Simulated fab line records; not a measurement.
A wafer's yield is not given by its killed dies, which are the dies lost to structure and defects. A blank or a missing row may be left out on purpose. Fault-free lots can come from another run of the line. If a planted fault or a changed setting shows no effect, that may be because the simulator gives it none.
fab line records	flow ritCmos
record: lots: 5	wafers: 15	lastDay: 7
route steps=202 shown PRETRO@72 GATE@75 FOX2@80 REOX@98 NLDD@103 SDANNEAL@155 M1@202
lots that met no fault: from a run of the same line without faults
startH: the number of hours between the record's first day and the start of the first shown wafer of the lot	waitH: hours since the lot's step before	" unchanged from the row above	L1.1+2: one row covering several wafers at once	- no value, or no start was given	* or withheld: withheld	< > ~ a bound
route shown NAME@n: a module of which the file shows steps, and the number in the route of the first	usual: the fault-free wafers' mean and standard deviation	same: alike in all rows	chamber/n: place in a boat	sites: the reading at each site	_std_site: standard deviation across them	_edge_site: outer sites' mean less inner sites'	radiusMm: how far each site lies from the wafer's centre	mask NAME#n: copy n	behind: the most recent tool/chamber to have shaped the wafer	hold: the reason the lot was held/the length of the hold in hours/how it ended	device: names the non-switching transistor (n, p or np)	end of line: tests run on the same wafers once the route is complete	where a step has no rows: the recipe by itself	killed: not the wafer's yield, but the dies lost to structure and defects at the first sort	map: a wafer's dies, x killed, . not, _ none there
set.NAME: setting as actually run; set.NAME@STEP: the setting as run at that earlier step	model.NAME: the simulator's own value behind a step, which no gauge read
lots at some steps of the route; a table a step, a row a wafer
services: a tool's chamber out of use, with start hour (startH, from the record's first day; less than 0 if before it), hours out, and reason
== steps ==
step: RIT_PRETRO_IMPLANT_08
recipe: species: B	energyKev: 45	doseCm2: 1.2e+13	tiltDeg: 7
step: RIT_PRETRO_STRIP_09
recipe: chemistry: O2	timeS: 180	resist: NOVOLAK	platenTempC: withheld	powerW: 500	pressureMtorr: 4000	o2FlowSccm: 4000
usual: drypumpMotorCurrentA: 5.7/0.42	o2FlowSccm: 3999/13
lot.wafer	tool	chamber	startH	waitH	drypumpMotorCurrentA	o2FlowSccm	rfHoursCounterH
L327.1	plasmaAsher-02	0	32.75	0.1	5.2	4025	38
L327.4	"	0	"	"	5.2	4004	-
L327.5	"	0	"	"	5.2	4016	-
L330.1	plasmaAsher-03	1	47.48	0.1	5.5	3988	27
L330.4	"	0	"	"	6.3	4003	-
L330.6	"	0	"	"	6.3	4009	-
L341.2	plasmaAsher-02	1	102.50	0.1	5.5	3983	46
L341.3	"	1	"	"	5.5	3997	-
L341.4	"	0	"	"	5.2	3995	-
L343.1	plasmaAsher-03	0	111.14	0.1	6.3	4022	34
L343.2	"	1	"	"	5.5	3982	34
L343.4	"	0	"	"	6.3	4022	-
L350.2	plasmaAsher-01	1	146.94	0.1	5.4	3984	45
L350.4	"	0	"	"	6.1	4002	-
L350.6	"	0	"	"	6.2	4007	-
step: RIT_PRETRO_TW_MEAS_10
usual: PRETRO_TW: 473.4/3
lot.wafer	tool	chamber	startH	waitH	PRETRO_TW
L327.1	filmMetro-01	-	32.92	0.1	472.7
L327.4	"	-	"	"	472.0
L327.5	"	-	"	"	471.3
L330.1	filmMetro-04	-	47.66	0.1	479.0
L330.4	"	-	"	"	476.9
L330.6	"	-	"	"	477.6
L341.2	filmMetro-02	-	102.69	0.1	474.1
L341.3	"	-	"	"	472.1
L341.4	"	-	"	"	471.2
L343.1	filmMetro-02	-	111.32	0.1	474.6
L343.2	"	-	"	"	473.0
L343.4	"	-	"	"	473.9
L350.2	filmMetro-01	-	147.12	0.1	472.9
L350.4	"	-	"	"	469.9
L350.6	"	-	"	"	471.6
step: RIT_GATE_WET_ETCH_00
recipe: chemistry: BOE	target: SiO2	targetDepthNm: 56	timeS: 60	dry: n2Spin	dilution: 10:1	tempC: 21.5
step: RIT_GATE_CLEAN_01
recipe: chemistry: SC1	mix: 3:3:50	timeS: 600	tempC: 75
step: RIT_GATE_CLEAN_02
recipe: chemistry: dHF	dilution: 50:1	timeS: 30
step: RIT_GATE_CLEAN_03
recipe: chemistry: SC2	mix: 3:3:50	timeS: 600	tempC: 75	dry: n2Spin
step: RIT_GATE_CLEAN_04
recipe: chemistry: dHF	dilution: 50:1	timeS: 60	dry: n2Spin
step: RIT_FOX2_THK_MEAS_91
recipe: reads: SiO2_of_FOX2_OXIDATION_00
usual: FIELD_OXIDE_LEFT_2_THK: 257/6.3
lot.wafer	tool	chamber	startH	waitH	FIELD_OXIDE_LEFT_2_THK[nm]
L327.1	filmMetro-02	-	33.43	0.0	262
L327.4	"	-	"	"	268
L327.5	"	-	"	"	264
L330.1	filmMetro-02	-	48.14	0.0	250
L330.4	"	-	"	"	257
L330.6	"	-	"	"	251
L341.2	filmMetro-01	-	103.17	0.0	255
L341.3	"	-	"	"	254
L341.4	"	-	"	"	247
L343.1	filmMetro-03	-	111.81	0.0	257
L343.2	"	-	"	"	255
L343.4	"	-	"	"	258
L350.2	filmMetro-01	-	147.60	0.0	250
L350.4	"	-	"	"	250
L350.6	"	-	"	"	250
step: RIT_GATE_OXIDATION_05
recipe: tempC: 900	ambient: O2	targetThkA: 30	oxTimeS: 270
step: RIT_GATE_ANNEAL_06
recipe: tempC: 900	timeS: 600	ambient: N2O
step: RIT_GATE_THK_MEAS_07
recipe: reads: SiO2_of_GATE_OXIDATION_05
usual: GATE_OXIDE_THK: 3.00/0.069
lot.wafer	tool	chamber	startH	waitH	GATE_OXIDE_THK[nm]
L327.1	filmMetro-02	-	34.82	0.0	3.02
L327.4	"	-	"	"	3.01
L327.5	"	-	"	"	3.02
L330.1	filmMetro-02	-	49.52	0.0	3.03
L330.4	"	-	"	"	3.03
L330.6	"	-	"	"	2.97
L341.2	filmMetro-02	-	104.55	0.0	2.98
L341.3	"	-	"	"	2.94
L341.4	"	-	"	"	2.88
L343.1	filmMetro-02	-	113.38	0.0	3.10
L343.2	"	-	"	"	3.12
L343.4	"	-	"	"	3.14
L350.2	filmMetro-03	-	150.14	0.0	2.93
L350.4	"	-	"	"	2.90
L350.6	"	-	"	"	2.96
step: RIT_GATE_CVD_08
recipe: material: poly-Si	targetThkNm: 250	tempC: 610	precursor: SiH4	timeS: 2220	pressureMtorr: 300	sih4FlowSccm: 100
usual: pressureMtorr: 300.0/0.6	spikeTcCentreC: 612.6/1.2	spikeTcSourceC: 632.1/2.1
lot.wafer	tool	chamber	startH	waitH	pressureMtorr	spikeTcCentreC	spikeTcSourceC	model.poly-Si_of_GATE_CVD_08.thkNm
L327.1	lpcvd-02	1	34.88	0.1	300.4	612.0	631.0	251
L327.4	"	1	"	"	300.0	614.0	631.9	254.7
L327.5	"	1	"	"	300.5	611.7	631.9	251
L330.1	lpcvd-01	1	49.58	0.1	299.4	612.1	632.0	250.6
L330.4	"	1	"	"	300.2	612.2	631.1	250.4
L330.6	"	1	"	"	300.8	610.7	630.8	251.3
L341.2	lpcvd-02	0	104.60	0.0	359.2	613.7	634.6	269.7
L341.3	"	0	"	"	359.3	613.8	635.5	269.5
L341.4	"	0	"	"	359.2	614.1	633.4	267.7
L343.1	lpcvd-01	1	113.44	0.1	299.6	612.6	631.5	248.7
L343.2	"	1	"	"	299.5	612.4	633.1	250.2
L343.4	"	1	"	"	300.5	612.2	633.0	249.3
L350.2	lpcvd-01	1	150.19	0.0	300.3	610.0	632.1	248.3
L350.4	"	1	"	"	299.6	610.8	631.7	250.1
L350.6	"	1	"	"	299.9	611.3	634.3	248.2
step: RIT_GATE_THK_MEAS_09
recipe: reads: poly-Si_of_GATE_CVD_08
usual: GATE_POLY_THK: 249.0/2.1
lot.wafer	tool	chamber	startH	waitH	GATE_POLY_THK[nm]
L327.1	filmMetro-02	-	36.50	0.0	251.0
L327.4	"	-	"	"	254.7
L327.5	"	-	"	"	251.0
L330.1	filmMetro-01	-	51.20	0.0	250.6
L330.4	"	-	"	"	250.3
L330.6	"	-	"	"	251.1
L341.2	filmMetro-03	-	106.23	0.0	269.8
L341.3	"	-	"	"	269.4
L341.4	"	-	"	"	267.7
L343.1	filmMetro-02	-	115.06	0.0	248.9
L343.2	"	-	"	"	250.1
L343.4	"	-	"	"	249.2
L350.2	filmMetro-01	-	151.82	0.0	248.4
L350.4	"	-	"	"	250.1
L350.6	"	-	"	"	248.0
step: RIT_GATE_HMDS_10
recipe: primeTimeS: 60	primeTempC: 140
step: RIT_GATE_COAT_11
recipe: resist: NOVOLAK	spinRpm: 4250	resistThkNm: 850
step: RIT_GATE_SOFTBAKE_12
recipe: resist: NOVOLAK	tempC: 90	timeS: 60
step: RIT_GATE_EXPOSE_13
recipe: maskId: M6	na: 0.6	sourceShape: conventional	sigmaOuter: 0.6	targetCdNm: 150	doseMj: 380
step: RIT_GATE_PEB_14
recipe: resist: NOVOLAK	tempC: withheld	timeS: withheld
step: RIT_GATE_DEVELOP_15
recipe: resist: NOVOLAK	developTimeS: 50	devTempC: 23
step: RIT_GATE_CD_MEAS_16
recipe: targetCdNm: 150
usual: cdNm: 150.6/2.1
lot.wafer	tool	chamber	startH	waitH	cdNm
L327.1	cdSem-02	-	37.41	-	151.7
L327.4	"	-	"	"	151.6
L327.5	"	-	"	"	150.5
L330.1	cdSem-02	-	52.24	-	150.4
L330.4	"	-	"	"	150.7
L330.6	"	-	"	"	147.0
L341.2	cdSem-02	-	107.15	-	147.1
L341.3	"	-	"	"	146.7
L341.4	"	-	"	"	147.1
L343.1	cdSem-02	-	116.22	-	154.4
L343.2	"	-	"	"	151.9
L343.4	"	-	"	"	151.0
L350.2	cdSem-01	-	152.86	-	153.0
L350.4	"	-	"	"	153.2
L350.6	"	-	"	"	152.6
step: RIT_GATE_OVL_MEAS_17
usual: GATE_OVL: -0.9/1.2
lot.wafer	tool	chamber	startH	waitH	GATE_OVL[nm]
L327.1	overlay-02	-	37.53	0.1	-0.6
L327.4	"	-	"	"	-0.6
L327.5	"	-	"	"	-0.9
L330.1	overlay-02	-	52.36	0.1	0.7
L330.4	"	-	"	"	0.0
L330.6	"	-	"	"	-0.4
L341.2	overlay-02	-	107.26	0.1	-1.6
L341.3	"	-	"	"	-1.5
L341.4	"	-	"	"	-0.3
L343.1	overlay-01	-	116.34	0.1	0.3
L343.2	"	-	"	"	-1.6
L343.4	"	-	"	"	-0.7
L350.2	overlay-02	-	152.97	0.1	-1.6
L350.4	"	-	"	"	-2.2
L350.6	"	-	"	"	-2.4
step: RIT_GATE_HARDBAKE_18
recipe: resist: NOVOLAK	tempC: 140	timeS: 60
step: RIT_GATE_ETCH_19
recipe: chemistry: SF6/CHF3/O2	timeS: 165	SF6_flow_sccm: 30	CHF3_flow_sccm: 30	O2_flow_sccm: 5	target: poly-Si	pressureMtorr: 40	rfW: 160	targetDepthA: 3125	overEtchFrac: 0.25	stopOn: SiO2
usual: drypumpMotorCurrentA: 5.7/0.37	oesProductAu: 0.849/0.0098	throttleValvePct: 10.28/0.17
lot.wafer	tool	chamber	startH	waitH	drypumpMotorCurrentA	oesProductAu	rfHoursCounterH	throttleValvePct	model.etch.depthNm	model.GATE.featureDepthNm
L327.1	rieSi-01	0	37.71	0.1	6.3	0.860	136	10.19	251	251
L327.4	"	2	"	"	5.6	0.862	129	10.43	254.7	254.7
L327.5	"	0	"	"	6.3	0.864	-	10.19	251	251
L330.1	rieSi-02	3	52.55	0.1	5.5	0.850	81	10.47	250.6	250.6
L330.4	"	1	"	"	5.0	0.866	28	10.30	250.4	250.4
L330.6	"	3	"	"	5.5	0.854	-	10.45	251.3	251.3
L341.2	rieSi-01	2	107.44	0.1	5.6	0.896	130	10.43	269.7	269.7
L341.3	"	1	"	"	6.1	0.904	94	10.07	269.5	269.5
L341.4	"	3	"	"	6.0	0.903	104	10.38	267.7	267.7
L343.1	rieSi-01	0	116.80	0.1	6.3	0.862	136	10.19	248.7	248.7
L343.2	"	3	"	"	6.0	0.847	104	10.40	250.2	250.2
L343.4	"	2	"	"	5.6	0.855	130	10.42	249.3	249.3
L350.2	rieSi-02	0	153.15	0.1	5.4	0.846	62	10.40	248.3	248.3
L350.4	"	3	"	"	5.5	0.856	82	10.47	250.1	250.1
L350.6	"	0	"	"	5.4	0.848	-	10.41	248.2	248.2
step: RIT_GATE_STRIP_20
recipe: chemistry: O2	timeS: 180	resist: NOVOLAK	platenTempC: withheld	powerW: 500	pressureMtorr: 4000	o2FlowSccm: 4000
usual: drypumpMotorCurrentA: 5.9/0.41	o2FlowSccm: 3999/12
lot.wafer	tool	chamber	startH	waitH	drypumpMotorCurrentA	o2FlowSccm	rfHoursCounterH
L327.1	plasmaAsher-04	0	37.82	0.1	6.2	4004	41
L327.4	"	0	"	"	6.2	4000	-
L327.5	"	1	"	"	6.1	3978	-
L330.1	plasmaAsher-02	1	52.65	0.1	5.5	3992	41
L330.4	"	1	"	"	5.5	4012	-
L330.6	"	0	"	"	5.2	4012	-
L341.2	plasmaAsher-01	0	107.55	0.1	6.1	4023	42
L341.3	"	0	"	"	6.1	4003	-
L341.4	"	1	"	"	5.4	4014	-
L343.1	plasmaAsher-04	0	116.91	0.1	6.3	3979	51
L343.2	"	1	"	"	6.1	4014	51
L343.4	"	0	"	"	6.3	3983	-
L350.2	plasmaAsher-02	1	153.26	0.1	5.5	4002	4
L350.4	"	0	"	"	5.2	3986	-
L350.6	"	1	"	"	5.5	3978	-
step: RIT_GATE_CD_MEAS_90
recipe: targetCdNm: 150
usual: cdNm: 150.5/2.1
lot.wafer	tool	chamber	startH	waitH	cdNm
L327.1	cdSem-01	-	38.00	0.1	152.1
L327.4	"	-	"	"	151.2
L327.5	"	-	"	"	150.6
L330.1	cdSem-02	-	52.83	0.1	150.4
L330.4	"	-	"	"	150.8
L330.6	"	-	"	"	147.0
L341.2	cdSem-01	-	107.74	0.1	147.0
L341.3	"	-	"	"	146.5
L341.4	"	-	"	"	147.0
L343.1	cdSem-01	-	117.08	0.1	154.7
L343.2	"	-	"	"	152.0
L343.4	"	-	"	"	151.1
L350.2	cdSem-02	-	153.45	0.1	152.7
L350.4	"	-	"	"	153.0
L350.6	"	-	"	"	152.2
step: RIT_REOX_CLEAN_00
recipe: chemistry: SC1	mix: 3:3:50	timeS: 600	tempC: 75
step: RIT_REOX_CLEAN_01
recipe: chemistry: dHF	dilution: 50:1	timeS: 30
step: RIT_REOX_CLEAN_02
recipe: chemistry: SC2	mix: 3:3:50	timeS: 600	tempC: 75	dry: n2Spin
step: RIT_REOX_OXIDATION_03
recipe: tempC: 900	ambient: O2	targetThkA: 252	oxTimeS: 5580
step: RIT_REOX_THK_MEAS_04
recipe: reads: SiO2_of_REOX_OXIDATION_03
usual: REOX_OXIDE_THK: 25.1/0.54
lot.wafer	tool	chamber	startH	waitH	REOX_OXIDE_THK[nm]
L327.1	filmMetro-01	-	41.26	0.0	25.8
L327.4	"	-	"	"	25.6
L327.5	"	-	"	"	26.0
L330.1	filmMetro-01	-	55.90	0.0	25.0
L330.4	"	-	"	"	24.7
L330.6	"	-	"	"	24.3
L341.2	filmMetro-03	-	110.78	0.0	25.0
L341.3	"	-	"	"	25.2
L341.4	"	-	"	"	24.9
L343.1	filmMetro-03	-	120.14	0.0	25.2
L343.2	"	-	"	"	25.1
L343.4	"	-	"	"	25.0
L350.2	filmMetro-03	-	156.48	0.0	25.3
L350.4	"	-	"	"	25.4
L350.6	"	-	"	"	25.5
step: RIT_NLDD_HMDS_00
recipe: primeTimeS: 60	primeTempC: 140
step: RIT_NLDD_COAT_01
recipe: resist: NOVOLAK	spinRpm: 3250	resistThkNm: 1000
step: RIT_NLDD_SOFTBAKE_02
recipe: resist: NOVOLAK	tempC: 90	timeS: 60
step: RIT_NLDD_EXPOSE_03
recipe: maskId: M7	na: 0.57	targetCdNm: 40700	doseMj: 250
step: RIT_NLDD_PEB_04
recipe: resist: NOVOLAK	tempC: withheld	timeS: withheld
step: RIT_NLDD_DEVELOP_05
recipe: resist: NOVOLAK	developTimeS: 50	devTempC: 23
step: RIT_NLDD_OVL_MEAS_06
usual: NLDD_OVL: 0.0/1.2
lot.wafer	tool	chamber	startH	waitH	NLDD_OVL[nm]
L327.1	overlay-02	-	42.42	-	-0.4
L327.4	"	-	"	"	0.8
L327.5	"	-	"	"	1.1
L330.1	overlay-02	-	56.97	-	1.3
L330.4	"	-	"	"	1.2
L330.6	"	-	"	"	1.1
L341.2	overlay-01	-	111.71	-	1.7
L341.3	"	-	"	"	2.5
L341.4	"	-	"	"	-0.6
L343.1	overlay-02	-	121.17	-	-0.1
L343.2	"	-	"	"	-1.2
L343.4	"	-	"	"	-0.5
L350.2	overlay-02	-	157.51	-	-2.4
L350.4	"	-	"	"	-0.8
L350.6	"	-	"	"	-1.6
step: RIT_NLDD_HARDBAKE_07
recipe: resist: NOVOLAK	tempC: 140	timeS: 60
step: RIT_NLDD_IMPLANT_08
recipe: species: P	energyKev: 20	doseCm2: 5e+14	tiltDeg: 7
step: RIT_NLDD_STRIP_09
recipe: chemistry: O2	timeS: 180	resist: NOVOLAK	platenTempC: withheld	powerW: 500	pressureMtorr: 4000	o2FlowSccm: 4000
usual: drypumpMotorCurrentA: 5.8/0.43	o2FlowSccm: 4001/11
lot.wafer	tool	chamber	startH	waitH	drypumpMotorCurrentA	o2FlowSccm	rfHoursCounterH
L327.1	plasmaAsher-03	0	42.75	0.1	6.3	4002	26
L327.4	"	0	"	"	6.3	4003	-
L327.5	"	1	"	"	5.5	4023	-
L330.1	plasmaAsher-02	0	57.31	0.1	5.2	3982	42
L330.4	"	1	"	"	5.5	4010	-
L330.6	"	1	"	"	5.5	4015	-
L341.2	plasmaAsher-04	0	112.04	0.1	6.3	4008	50
L341.3	"	0	"	"	6.3	3998	-
L341.4	"	1	"	"	6.1	4006	-
L343.1	plasmaAsher-04	1	121.51	0.1	6.1	4011	51
L343.2	"	0	"	"	6.3	3988	51
L343.4	"	1	"	"	6.1	4007	-
L350.2	plasmaAsher-02	1	157.84	0.1	5.5	3980	5
L350.4	"	0	"	"	5.2	3986	-
L350.6	"	1	"	"	5.5	3992	-
step: RIT_NLDD_TW_MEAS_10
usual: NLDD_TW: 2489/10
lot.wafer	tool	chamber	startH	waitH	NLDD_TW
L327.1	filmMetro-02	-	42.93	0.1	2498
L327.4	"	-	"	"	2500
L327.5	"	-	"	"	2499
L330.1	filmMetro-04	-	57.48	0.1	2500
L330.4	"	-	"	"	2503
L330.6	"	-	"	"	2500
L341.2	filmMetro-04	-	112.22	0.1	2493
L341.3	"	-	"	"	2496
L341.4	"	-	"	"	2489
L343.1	filmMetro-02	-	121.68	0.1	2486
L343.2	"	-	"	"	2496
L343.4	"	-	"	"	2489
L350.2	filmMetro-04	-	158.02	0.1	2477
L350.4	"	-	"	"	2504
L350.6	"	-	"	"	2501
step: RIT_SDANNEAL_CLEAN_02
recipe: chemistry: SC2	mix: 3:3:50	timeS: 600	tempC: 75	dry: n2Spin
lot.wafer	tool	chamber	startH	waitH	model.poly-Si_of_GATE_CVD_08.thkNm
L327.1	wetBench-03	1	50.62	0.0	165.7
L327.4	"	1	"	"	169.2
L327.5	"	1	"	"	165.6
L330.1	wetBench-04	3	65.39	0.0	165.8
L330.4	"	3	"	"	164.2
L330.6	"	3	"	"	164.8
L341.2	wetBench-04	2	119.39	0.0	184.9
L341.3	"	2	"	"	185
L341.4	"	2	"	"	179.7
L343.1	wetBench-02	1	128.85	0.0	158.8
L343.2	"	1	"	"	162.9
L343.4	"	1	"	"	160.1
L350.2	wetBench-04	2	166.66	0.0	162.7
L350.4	"	2	"	"	163.7
L350.6	"	2	"	"	161.6
step: RIT_M1_PROBE_99
usual: killed_at_M0_to_M3: 0.0/0.12	killedAtContacts: 0.1/0.23	killedAtFrontEnd: 7/3.1	killedDies: 7/3.1	killedOpen: 3.4/2.1	killedShort: 3.5/2
same: grossDies: 264	killed_at_M4_up: 0	killedAtBackSide: 0	killedAtOther: 0
lot.wafer	tool	chamber	startH	waitH	killed_at_M0_to_M3	killedAtContacts	killedAtFrontEnd	killedDies	killedOpen	killedShort	model.etest.pmosTurned.rOnOhmUm	model.etest.nmosTurned.driveUaUm	model.etest.pmosTurned.driveUaUm	model.etest.polyCombOverSteps.leakLog10AUm
L327.1	prober-02	-	58.67	0.1	0	0	5	5	2	3	3412	314.6	190.8	-12.76
L327.4	prober-02	-	58.82	0.2	0	0	6	6	0	6	3403	309	188.3	-12.93
L327.5	prober-02	-	58.87	0.2	0	0	6	6	2	4	3454	302	185.2	-12.85
L330.1	prober-01	-	75.10	0.1	0	0	7	7	5	2	3304	323.3	198.5	-11.74
L330.4	prober-01	-	75.25	0.2	0	0	5	5	3	2	3344	327.8	199.4	-12.75
L330.6	prober-01	-	75.35	0.2	0	0	6	6	2	4	3151	342.2	213	-11.93
L341.2	prober-01	-	127.05	0.1	0	0	7	7	3	4	3464	288.3	180.4	-12.21
L341.3	prober-01	-	127.10	0.2	1	0	8	9	3	6	3496	286.8	180.2	-9.024
L341.4	prober-01	-	127.15	0.2	0	0	5	5	2	3	3417	297.8	189.3	-9.439
L343.1	prober-01	-	136.42	0.1	0	0	10	10	6	4	3671	308.5	182.2	-12.72
L343.2	prober-01	-	136.47	0.1	0	0	3	3	1	2	3543	314.4	186.3	-12.54
L343.4	prober-01	-	136.57	0.2	0	0	8	8	2	6	3563	319.5	187.1	-12.83
L350.2	prober-02	-	174.39	0.1	0	1	4	5	2	3	3476	326.6	189.3	-12.73
L350.4	prober-02	-	174.49	0.2	0	0	6	6	4	2	3500	319.9	188.5	-11.95
L350.6	prober-02	-	174.59	0.2	0	0	4	4	1	3	3516	324.7	187.4	-12.81
killed by level:class
L327.1 GATE:geometricParticle:short=2 FOX1:geometricParticle:short=1 REOX:geometricParticle:open=1 SPACER:geometricParticle:open=1
L327.4 GATE:geometricParticle:short=4 FOX1:geometricParticle:short=1 SILICIDE:geometricParticle:short=1
L327.5 GATE:geometricParticle:short=2 SPACER:geometricParticle:open=2 ACTIVE:geometricParticle:short=1 FOX1:geometricParticle:short=1
L330.1 GATE:geometricParticle:open=2 FOX2:geometricParticle:open=1 GATE:geometricParticle:short=1 REOX:geometricParticle:open=1 SPACER:geometricParticle:short=1 SPACER:geometricParticle:open=1
L330.4 GATE:geometricParticle:open=2 SILICIDE:geometricParticle:short=2 REOX:geometricParticle:open=1
L330.6 FOX1:geometricParticle:short=3 GATE:geometricParticle:open=1 REOX:geometricParticle:short=1 SPACER:geometricParticle:open=1
L341.2 GATE:geometricParticle:short=2 GATE:geometricParticle:open=2 REOX:geometricParticle:open=1 SPACER:geometricParticle:short=1 SILICIDE:geometricParticle:short=1
L341.3 GATE:geometricParticle:short=2 FOX2:geometricParticle:short=1 GATE:geometricParticle:open=1 SPACER:geometricParticle:short=1 SPACER:geometricParticle:open=1 SILICIDE:geometricParticle:short=1 SILICIDE:geometricParticle:open=1 M1:geometricParticle:short=1
L341.4 GATE:geometricParticle:short=3 FOX1:geometricParticle:open=1 SPACER:geometricParticle:open=1
L343.1 GATE:geometricParticle:short=3 GATE:geometricParticle:open=3 FOX1:geometricParticle:open=2 REOX:geometricParticle:short=1 SILICIDE:geometricParticle:open=1
L343.2 FOX1:geometricParticle:open=1 FOX1:geometricParticle:short=1 SILICIDE:geometricParticle:short=1
L343.4 GATE:geometricParticle:short=2 SPACER:geometricParticle:short=2 FOX2:geometricParticle:open=1 FOX2:geometricParticle:short=1 GATE:geometricParticle:open=1 SILICIDE:geometricParticle:short=1
L350.2 FOX1:geometricParticle:short=1 GATE:geometricParticle:open=1 REOX:geometricParticle:short=1 SILICIDE:geometricParticle:short=1 CONTACT:geometricParticle:open=1
L350.4 GATE:geometricParticle:open=3 REOX:geometricParticle:short=1 SPACER:geometricParticle:open=1 SILICIDE:geometricParticle:short=1
L350.6 SILICIDE:geometricParticle:short=2 FOX1:geometricParticle:short=1 SILICIDE:geometricParticle:open=1
== services ==
tool	chamber	startH	hours	kind
plasmaAsher-01	-	26.78	5.5	repair
wetBench-04	-	46.02	2.9	repair
plasmaAsher-01	-	46.76	12.8	repair
rieSi-01	0	60.62	14.0	repair
plasmaAsher-02	-	69.46	7.5	repair
plasmaAsher-03	-	93.85	2.8	pm
plasmaAsher-02	-	108.75	9.0	pm
plasmaAsher-02	0	108.75	9.0	ventCycle
plasmaAsher-02	1	108.75	9.0	ventCycle
plasmaAsher-02	0	117.75	-	clean
plasmaAsher-02	1	117.75	-	clean
plasmaAsher-01	-	120.14	15.6	pm
plasmaAsher-04	-	143.73	0.8	repair
lpcvd-02	-	158.41	4.3	repair
== key ==
firstSign: step: RIT_GATE_CVD_08	reading: pressureMtorr	direction: up	sigmas: 98	usual: 300.0	struck: 359.2
effect: step: RIT_GATE_THK_MEAS_09	reading: GATE_POLY_THK	direction: up	sigmas: 9.7	usual: 249.0	struck: 269.0
effect: step: RIT_GATE_ETCH_19	reading: oesProductAu	direction: up	sigmas: 5.3	usual: 0.849	struck: 0.901
modelEffect: step: RIT_GATE_CVD_08	value: poly-Si_of_GATE_CVD_08.thkNm	without: 245.1	struck: 269
modelEffect: step: RIT_GATE_ETCH_19	value: etch.depthNm	without: 245.1	struck: 269
modelEffect: step: RIT_SDANNEAL_CLEAN_02	value: poly-Si_of_GATE_CVD_08.thkNm	without: 159.4	struck: 183.2
modelEffect: step: RIT_M1_PROBE_99	value: etest.pmosTurned.rOnOhmUm	without: 3262	struck: 3459
metAt RIT_GATE_CVD_08
struckWafers L341.2,L341.3,L341.4
testerLeftOut L341
fault: kind: processParameterDrift	tool: lpcvd-02	chamber: 0	onsetH: 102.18	steps: RIT_GATE_CVD_08	channel: pressureMtorr	offset: 60	shape: step	endH: 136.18	actsIn: theseRecipesOnly	stated: 300
testerLeftOut: of these lots the tester's yield and bins aren't shown, on N5 and GAA mostly nor the transistor test; their killed dies are dies lost to structure and defects alone, not to doping, threshold or leakage, so they don't give the yield
